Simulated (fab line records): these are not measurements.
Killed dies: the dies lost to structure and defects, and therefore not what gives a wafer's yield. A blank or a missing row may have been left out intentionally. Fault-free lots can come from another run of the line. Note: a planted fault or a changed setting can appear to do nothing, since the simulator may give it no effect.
Comparing a struck lot with a sound one -- flow ritCmos -- 43 out of 202 route steps
Sound: wafers L518.2, L518.4, L518.6. Struck: wafers L529.3, L529.5 (left out: L529.4, a lot-mate that was not struck); the cause follows at the end.
At each step with rows: each side's tool, then ch and its chambers, then its first start. Under that, the readings that differ: sound wafers -- struck wafers -- difference of the means -- sigmas: that difference in standard deviations of wafers without a fault.
alike: readings with means less than 2 such deviations apart, plus words and numbers identical on both sides. not compared: withheld readings, readings lacking a value on some wafer, bounds such as >300 that could conceal the same value, and numbers that have no deviation in the record and whose values overlap.
A row with sigmas, a row that says differs or no value, or rows on one side alone: a step with any of these is where the two part. Numbers that have no deviation but don't overlap get no sigmas and don't part them. A reading missing from all wafers of one side parts the sides only when that side holds two or more wafers.

first, 2 steps without rows for these wafers: RIT_NSD_IMPLANT_08; RIT_NSD_STRIP_09 (strips in O2, time 180 s).
RIT_NSD_TW_MEAS_10:
  sound on filmMetro-01 at day 4 11:16; struck on filmMetro-02 at day 6 19:22
  alike: NSD_TW
then, 6 steps without rows for these wafers: RIT_PSD_HMDS_00 (prime time 60 s); RIT_PSD_COAT_01 (resist thk 1000 nm); RIT_PSD_SOFTBAKE_02 (time 60 s); RIT_PSD_EXPOSE_03 (exposes mask M10, target cd 40900 nm); RIT_PSD_PEB_04; RIT_PSD_DEVELOP_05 (develop time 50 s).
RIT_PSD_OVL_MEAS_06:
  sound on overlay-01 at day 4 12:10; struck on overlay-02 at day 6 20:32
  alike: PSD_OVL
then, 2 steps without rows for these wafers: RIT_PSD_HARDBAKE_07 (time 60 s); RIT_PSD_IMPLANT_08.
RIT_PSD_STRIP_09: strips in O2, time 180 s.
  sound on plasmaAsher-01 ch 0,1, day 4 12:29; struck on plasmaAsher-01 ch 0, day 6 20:56
  alike: drypumpMotorCurrentA, rfReflPowerW
  not compared: rfHoursCounterH
RIT_PSD_TW_MEAS_10:
  sound on filmMetro-04 at day 4 12:41; struck on filmMetro-02 at day 6 21:04
  alike: PSD_TW
then, 3 steps without rows for these wafers: RIT_SDANNEAL_CLEAN_00 (cleans in SC1, time 600 s); RIT_SDANNEAL_CLEAN_01 (cleans in dHF, time 30 s); RIT_SDANNEAL_CLEAN_02 (cleans in SC2, time 600 s).
RIT_SDANNEAL_RTA_03: time 5 s.
  sound on rtpAnneal-02 ch 0, day 4 13:07; struck on rtpAnneal-01 ch 0, day 6 21:29
  alike: wafer_temp_C_max
RIT_SDANNEAL_RS_MEAS_04: measurement is done with a four-point probe.
  sound on filmMetro-02 at day 4 13:11; struck on filmMetro-02 at day 6 21:34
  alike: PSD_RS
RIT_SDANNEAL_RS_MEAS_05: measurement is done with a four-point probe.
  sound on filmMetro-02 at day 4 13:19; struck on filmMetro-02 at day 6 21:41
  alike: NSD_RS
RIT_SDANNEAL_RS_MEAS_06: measurement is done with a four-point probe.
  sound on filmMetro-02 at day 4 13:26; struck on filmMetro-02 at day 6 21:49
  alike: PLDD_RS
RIT_SDANNEAL_RS_MEAS_07: measurement is done with a four-point probe.
  sound on filmMetro-02 at day 4 13:33; struck on filmMetro-02 at day 6 21:56
  alike: NLDD_RS
then, 1 step without rows for these wafers: RIT_SILICIDE_WET_ETCH_00 (etches SiO2 in BOE, target depth 14 nm, time 15 s).
RIT_SILICIDE_SPUTTER_01: material Ti, target thk 30 nm, time 240 s.
  sound on pvdSputter-03 at day 4 13:40; struck on pvdSputter-01 at day 6 22:01
  alike: throttleValvePct
RIT_SILICIDE_RS_MEAS_02: measurement is done with a four-point probe.
  sound on filmMetro-03 at day 4 13:50; struck on filmMetro-04 at day 6 22:13
  alike: SILICIDE_TI_RS
RIT_SILICIDE_THK_MEAS_03: measures by xrf.
  sound on filmMetro-03 at day 4 13:57; struck on filmMetro-04 at day 6 22:19
  alike: SILICIDE_TI_THK
RIT_SILICIDE_RTA_04: time 10 s, ramp up 5 s, ramp down 5 s.
  sound on rtpAnneal-01 ch 0, day 4 14:01; struck on rtpAnneal-02 ch 0, day 6 22:23
  alike: wafer_temp_C_max
then, 1 step without rows for these wafers: RIT_SILICIDE_WET_ETCH_05 (etches Ti in SPM, time 120 s).
RIT_SILICIDE_RTA_06: time 10 s, ramp up 5 s, ramp down 10 s.
  sound on rtpAnneal-02 ch 0, day 4 14:07; struck on rtpAnneal-01 ch 0, day 6 22:29
  alike: wafer_temp_C_max
then, 1 step without rows for these wafers: RIT_CONTACT_CVD_00 (deposits SiO2 from TEOS, target thk 400 nm, time 61 s).
RIT_CONTACT_THK_MEAS_01:
  sound on filmMetro-03 at day 4 14:14; struck on filmMetro-03 at day 6 22:36
  alike: CONTACT_TEOS_THK
then, 6 steps without rows for these wafers: RIT_CONTACT_HMDS_02 (prime time 60 s); RIT_CONTACT_COAT_03 (resist thk 1000 nm); RIT_CONTACT_SOFTBAKE_04 (time 60 s); RIT_CONTACT_EXPOSE_05 (exposes mask M11, target cd 1000 nm); RIT_CONTACT_PEB_06; RIT_CONTACT_DEVELOP_07 (develop time 120 s).
RIT_CONTACT_CD_MEAS_08: the cd target is 1000 nm.
  sound on cdSem-02 at day 4 15:23; struck on cdSem-02 at day 6 23:43
  alike: cdNm
RIT_CONTACT_OVL_MEAS_09:
  sound on overlay-01 at day 4 15:30; struck on overlay-01 at day 6 23:48
  alike: CONTACT_OVL
then, 1 step without rows for these wafers: RIT_CONTACT_HARDBAKE_10 (time 60 s).
RIT_CONTACT_ETCH_11: etches SiO2 in CHF3/CF4/Ar, stops on TiSi2, target depth 480 nm, time 320 s.
  sound on rieDiel-04 ch 0,1,2, day 4 15:41; struck on rieDiel-02 ch 0,2, day 6 23:59
  alike: drypumpMotorCurrentA, oesProductAu, throttleValvePct
  not compared: rfHoursCounterH
then, 1 step without rows for these wafers: RIT_CONTACT_STRIP_12 (strips in O2, time 180 s).
RIT_M1_PROBE_99:
  sound on prober-01 at day 4 20:45; struck on prober-01 at day 7 05:16
reading,sound,struck,difference,sigmas
killedAtFrontEnd,5 8 7,16 26,+14,+5
killedDies,5 8 7,16 26,+14,+5
killedOnRim,0 3 3,7 13,+8,+6
  alike: killed_at_M0_to_M3, killedOpen, killedShort

## WHERE THEY PART
Only at RIT_M1_PROBE_99, within this record.

WHY: the cause the simulator had injected
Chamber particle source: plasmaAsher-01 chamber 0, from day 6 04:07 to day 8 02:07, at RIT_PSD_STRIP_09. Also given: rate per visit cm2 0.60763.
